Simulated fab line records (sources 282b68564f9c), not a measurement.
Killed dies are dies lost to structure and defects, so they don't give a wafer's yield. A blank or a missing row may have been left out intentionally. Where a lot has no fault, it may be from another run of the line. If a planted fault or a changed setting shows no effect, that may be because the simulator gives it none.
Which of the tools did it? || flow rit-cmos || 7 lots with 21 wafers sampled at 2 steps, on a route of 202 steps

== WHAT THE GAUGES SHOWED, per wafer ==
RIT_GATE_CD_MEAS_16: target cd 150 nm.
{"lot": "L844", "measured": "day 2 23:38", "on": "cd-sem-01", "cd-nm (nm)": "146 148 146"}
{"lot": "L846", "measured": "day 3 11:26", "on": "cd-sem-01", "cd-nm (nm)": "147 148 148"}
{"lot": "L848", "measured": "day 3 19:09", "on": "cd-sem-02", "cd-nm (nm)": "142 142 144"}
{"lot": "L853", "measured": "day 4 14:52", "on": "cd-sem-01", "cd-nm (nm)": "62 61 62 62 61 62"}
{"lot": "L860", "measured": "day 6 03:04", "on": "cd-sem-01", "cd-nm (nm)": "150 150 148"}
{"lot": "L863", "measured": "day 6 16:32", "on": "cd-sem-02", "cd-nm (nm)": "148 148 146"}
{"lot": "L866", "measured": "day 7 07:11", "on": "cd-sem-01", "cd-nm (nm)": "144 149 147"}

== WHICH TOOL RAN EACH LOT (tool, then ch and the chambers of the sampled wafers, then the start) ==
{"lot": "L844", "RIT_GATE_COAT_11": "litho-track-04 ch 0, day 2 22:49"}
{"lot": "L846", "RIT_GATE_COAT_11": "litho-track-04 ch 0, day 3 10:37"}
{"lot": "L848", "RIT_GATE_COAT_11": "litho-track-04 ch 0, day 3 18:23"}
{"lot": "L853", "RIT_GATE_COAT_11": "litho-track-02 ch 0, day 4 14:11"}
{"lot": "L860", "RIT_GATE_COAT_11": "litho-track-04 ch 0, day 6 02:22"}
{"lot": "L863", "RIT_GATE_COAT_11": "litho-track-04 ch 0, day 6 15:50"}
{"lot": "L866", "RIT_GATE_COAT_11": "litho-track-01 ch 0, day 7 06:22"}
- RIT_GATE_COAT_11: resist thk 850 nm.

== THE ANSWER, worked out from the rows above alone ==
Rule: what is usual is taken from the lots themselves. The widest of any qualifying gaps counts: lots, ordered by their means at a reading, are off when they make up no more than a third of the lots, leave a main group of 4 or more, and stand apart from it by 3 or more times the standard deviation of that group's means. The tables above print the reading to a certain number of digits; a main group whose means all agree to those digits is not used. Also off: a lot with no number at a reading for which 4 or more lots have one. Where the step has rows for the other lots, those lots are counted as sound.
Off: L853, at RIT_GATE_CD_MEAS_16 (cd-nm). Main group: mean 147 nm, sd 2.
If a tool, at a process step before that reading, ran all the lots that are off and no sound lot after the first of them, it fits. The gauges at RIT_GATE_CD_MEAS_16 are tried like those tools. One fits: RIT_GATE_COAT_11 on litho-track-02. It ran no sound lot before its first lot that is off in this sample, so the start can't be narrowed down.

== WHAT WAS PUT IN BY THE SIMULATOR ==
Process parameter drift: litho-track-02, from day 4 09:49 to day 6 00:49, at RIT_GATE_COAT_11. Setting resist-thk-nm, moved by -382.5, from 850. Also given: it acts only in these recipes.
Struck lots among those shown: L853. Same finding as the rule above.
